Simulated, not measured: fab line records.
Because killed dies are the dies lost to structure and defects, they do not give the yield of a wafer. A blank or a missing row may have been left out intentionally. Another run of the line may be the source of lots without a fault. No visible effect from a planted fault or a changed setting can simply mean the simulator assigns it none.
A struck lot beside a sound one ; flow rit-cmos ; 27 steps out of a route of 202
Sound: these wafers, L946.1, L946.4, L946.5. Wafers struck: L950.2, L950.3, L950.5. The cause is given at the end.
Order at every step that has rows: each side's tool, ch and its chambers, its first start. Under that, the readings that differ: sound wafers ; struck wafers ; difference of the means ; sigmas: that difference in standard deviations of wafers without a fault.
alike: readings whose means differ by less than 2 such deviations, and words and numbers that are the same on both sides. not compared: withheld readings, readings that some wafer has no value for, bounds like >300 that may hide the same value, and numbers for which the record gives no deviation and whose values overlap.
A row with sigmas, a row that says differs or no value, or rows on one side alone: a step with any of these is where the two part. When numbers do not overlap yet have no deviation, they are printed without sigmas and do not part them. A reading missing from all wafers of one side parts the sides only when that side holds two or more wafers.

RIT_SDANNEAL_RTA_03: time 5 s.
  sound on rtp-anneal-01 ch 0, day 3 23:16; struck on rtp-anneal-01 ch 0, day 4 18:25
  alike: wafer_temp_C_max
RIT_SDANNEAL_RS_MEAS_04: measures by four-point-probe.
  sound on film-metro-03, day 3 23:19; struck on film-metro-01, day 4 18:29
  alike: PSD_RS
RIT_SDANNEAL_RS_MEAS_05: measures by four-point-probe.
  sound on film-metro-03, day 3 23:26; struck on film-metro-01, day 4 18:36
  alike: NSD_RS
RIT_SDANNEAL_RS_MEAS_06: measures by four-point-probe.
  sound on film-metro-03, day 3 23:34; struck on film-metro-01, day 4 18:43
  alike: PLDD_RS
RIT_SDANNEAL_RS_MEAS_07: measures by four-point-probe.
  sound on film-metro-03, day 3 23:41; struck on film-metro-01, day 4 18:50
reading;sound;struck;difference;sigmas
NLDD_RS (ohm/sq);151.2 151.0 150.8;152.1 152.1 151.4;+0.9;+2
then, 1 step without rows for these wafers: RIT_SILICIDE_WET_ETCH_00 (etches SiO2 in BOE, target depth 14 nm, time 15 s).
RIT_SILICIDE_SPUTTER_01: material Ti, target thk 30 nm, time 240 s.
  sound on pvd-sputter-03, day 3 23:49; struck on pvd-sputter-03, day 4 18:57
  alike: throttle-valve-pct
RIT_SILICIDE_RS_MEAS_02: measures by four-point-probe.
  sound on film-metro-04, day 3 23:58; struck on film-metro-03, day 4 19:07
  alike: SILICIDE_TI_RS
RIT_SILICIDE_THK_MEAS_03: measures by xrf.
  sound on film-metro-04, day 4 00:05; struck on film-metro-03, day 4 19:14
  alike: SILICIDE_TI_THK
RIT_SILICIDE_RTA_04: time 10 s, ramp up 5 s, ramp down 5 s.
  sound on rtp-anneal-02 ch 0, day 4 00:08; struck on rtp-anneal-02 ch 0, day 4 19:17
  alike: wafer_temp_C_max
then, 1 step without rows for these wafers: RIT_SILICIDE_WET_ETCH_05 (etches Ti in SPM, time 120 s).
RIT_SILICIDE_RTA_06: time 10 s, ramp up 5 s, ramp down 10 s.
  sound on rtp-anneal-01 ch 0, day 4 00:16; struck on rtp-anneal-01 ch 0, day 4 19:24
  alike: wafer_temp_C_max
RIT_CONTACT_CVD_00: deposits SiO2 from TEOS, target thk 400 nm, time 61 s.
  sound on pecvd-02 ch 0,1, day 4 00:19; struck on pecvd-01 ch 0,1,2, day 4 19:27
  no value came back on the struck wafers for heater-power-w (W), rf-fwd-power-W (W); on the sound wafers heater-power-w (W) reads 304 323 325
then, 6 steps without rows for these wafers: RIT_CONTACT_HMDS_02 (prime time 60 s); RIT_CONTACT_COAT_03 (resist thk 1000 nm); RIT_CONTACT_SOFTBAKE_04 (time 60 s); RIT_CONTACT_EXPOSE_05 (exposes mask M11, target cd 1000 nm); RIT_CONTACT_PEB_06; RIT_CONTACT_DEVELOP_07 (develop time 120 s).
RIT_CONTACT_CD_MEAS_08: the cd target is 1000 nm.
  sound on cd-sem-02, day 4 01:24; struck on cd-sem-02, day 4 20:33
  alike: cd-nm
RIT_CONTACT_OVL_MEAS_09:
  sound on overlay-02, day 4 01:31; struck on overlay-02, day 4 20:40
  alike: CONTACT_OVL
then, 1 step without rows for these wafers: RIT_CONTACT_HARDBAKE_10 (time 60 s).
RIT_CONTACT_ETCH_11: etches SiO2 in CHF3/CF4/Ar, stops on TiSi2, target depth 480 nm, time 320 s.
  sound on rie-diel-02 ch 0,2, day 4 01:43; struck on rie-diel-01 ch 0,2, day 4 20:50
reading;sound;struck;difference;sigmas
model.etch.depth-nm (nm);393.2 398.6 396.5;0 0 0;-396;
model.CONTACT.feature-depth-nm (nm);393.2 398.6 396.5;1e-09 1e-09 1e-09;-4e+02;
  alike: cf4-flow-sccm, drypump-motor-current-A, oes-product-au, throttle-valve-pct
  not compared: rf-hours-counter-h
RIT_CONTACT_STRIP_12: strips in O2, time 180 s.
  sound on plasma-asher-02 ch 0,1, day 4 01:54; struck on plasma-asher-01 ch 0, day 4 21:02
  alike: drypump-motor-current-A
  not compared: rf-hours-counter-h
RIT_CONTACT_CD_MEAS_90: the cd target is 1000 nm.
  sound on cd-sem-01, day 4 02:05; struck on cd-sem-01, day 4 21:14
reading;sound;struck;difference;sigmas
cd-nm (nm);997.0 998.1 999.4;- - -;no value on the struck wafers;
then, 1 step without rows for these wafers: RIT_CONTACT_CLEAN_13 (cleans in SC1, time 600 s).
RIT_M1_PROBE_99:
  the record has rows for the struck wafers here (prober-02, day 5 02:02) and none for the sound ones

## WHERE THEY PART
First at RIT_SDANNEAL_RS_MEAS_07; last, within this record, at RIT_M1_PROBE_99.

WHY: the cause the simulator had injected
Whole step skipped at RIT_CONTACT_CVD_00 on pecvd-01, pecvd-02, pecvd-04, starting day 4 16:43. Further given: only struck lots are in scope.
